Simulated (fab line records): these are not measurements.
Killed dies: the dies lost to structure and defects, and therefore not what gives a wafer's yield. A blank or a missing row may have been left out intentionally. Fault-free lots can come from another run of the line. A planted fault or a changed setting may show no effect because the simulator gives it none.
A single fault, viewed from 2 desks -- flow berkeley_cmos170 -- every desk sees just its own numbers, and what lay behind them comes last

== AT THE METROLOGY DESK ==
Lot by lot, what the gauges showed, no matter which tool ran the lot: averages of those sampled wafers that carry a number. Any lot whose mean is over 4 standard deviations away from the usual mean is out of limits and marked OUT; that distance is given in the brackets.
Columns: A = SILICIDE_TI_RS at UCB170_SILICIDE_RS_MEAS_02, usual 26.2 ohm/sq; B = M1_OVL at UCB170_M1_OVL_MEAS_10, usual 1 nm; C = V1_TEOS_THK at UCB170_V1_THK_MEAS_01, usual 2003 nm; D = V1_POLISHED_THK at UCB170_V1_THK_MEAS_04, usual 1000.2 nm
lot,first seen here,A,B,C,D
L645,day 8 07:15,26.6,3,2017,998.1
L644,day 8 07:55,26.3,-5,2022,999.8
L646,day 8 19:41,25.7,-4,1986,1001.9
L648,day 8 20:32,26.6,1,2034,1000.0
L649,day 9 09:46,26.1,-1,2014,999.6
L653,day 9 20:23,26.1,0,2018,999.8
L652,day 9 20:53,26.2,0,2007,1000.1
L654,day 10 12:41,26.1,1,1985,1000.2
L659,day 11 04:09,26.1,-3,2031,1000.5
L658,day 11 04:22,26.1,-1,1779 (-7.5) OUT,795.0 (-99 or more) OUT
L661,day 11 16:26,26.3,2,1805 (-6.6) OUT,795.9 (-99 or more) OUT
L662,day 11 17:13,26.1,1,1828 (-5.8) OUT,793.5 (-99 or more) OUT
L663,day 11 17:13,26.2,4,2017,1000.3
L665,day 12 09:14,26.3,-3,1968,1000.2
This desk finds L658, L661, L662 out of limits, with the earliest case on L658 at day 11 16:24 (V1_TEOS_THK at UCB170_V1_THK_MEAS_01). L645, L644, L646, L648, L649, L653, L652, L654, L659, L663, L665: within limits.

== FOR THE TOOL OWNER'S DESK: pecvd-04 ==
The tool's own readings at UCB170_V1_CVD_00 (deposits SiO2 from TEOS/O2, target thk 2000 nm, time 250 s): means of the sampled wafers that have a number, for each lot that ran on this tool. Any lot whose mean is over 4 standard deviations away from the usual mean is out of limits and marked OUT; that distance is given in the brackets.
Columns: A = heater_power_w at UCB170_V1_CVD_00, usual 276 W; B = rf_fwd_power_W at UCB170_V1_CVD_00, usual 548.5 W
lot,first seen here,A,B
L645,day 8 15:19,265,548.2
L648,day 9 07:46,265,549.1
L649,day 9 18:20,295,547.9
L652,day 10 06:23,200,549.4
L658,day 11 16:14,246,547.6
L661,day 12 01:22,182,547.5
L662,day 12 04:01,244,546.9
This desk found nothing out of limits on any of the 7 lots.

== ALL TOGETHER ==
An alarm was possible from the metrology desk at day 11 16:24, on L658, L661, L662.
Nothing out of limits was seen by the tool owner's desk.
Tool owner's desk: L658, L661, L662 on record, inside its limits.
UCB170_V1_CVD_00 was run on pecvd-04 by each of the lots named.

== WHAT HAD BEEN PUT IN BY THE SIMULATOR ==
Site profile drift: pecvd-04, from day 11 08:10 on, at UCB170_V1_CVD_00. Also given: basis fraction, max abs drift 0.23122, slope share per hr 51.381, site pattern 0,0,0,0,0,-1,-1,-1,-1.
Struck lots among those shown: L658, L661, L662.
Delay in hours, fault start to first out-of-limits reading, per desk: metrology desk 8.
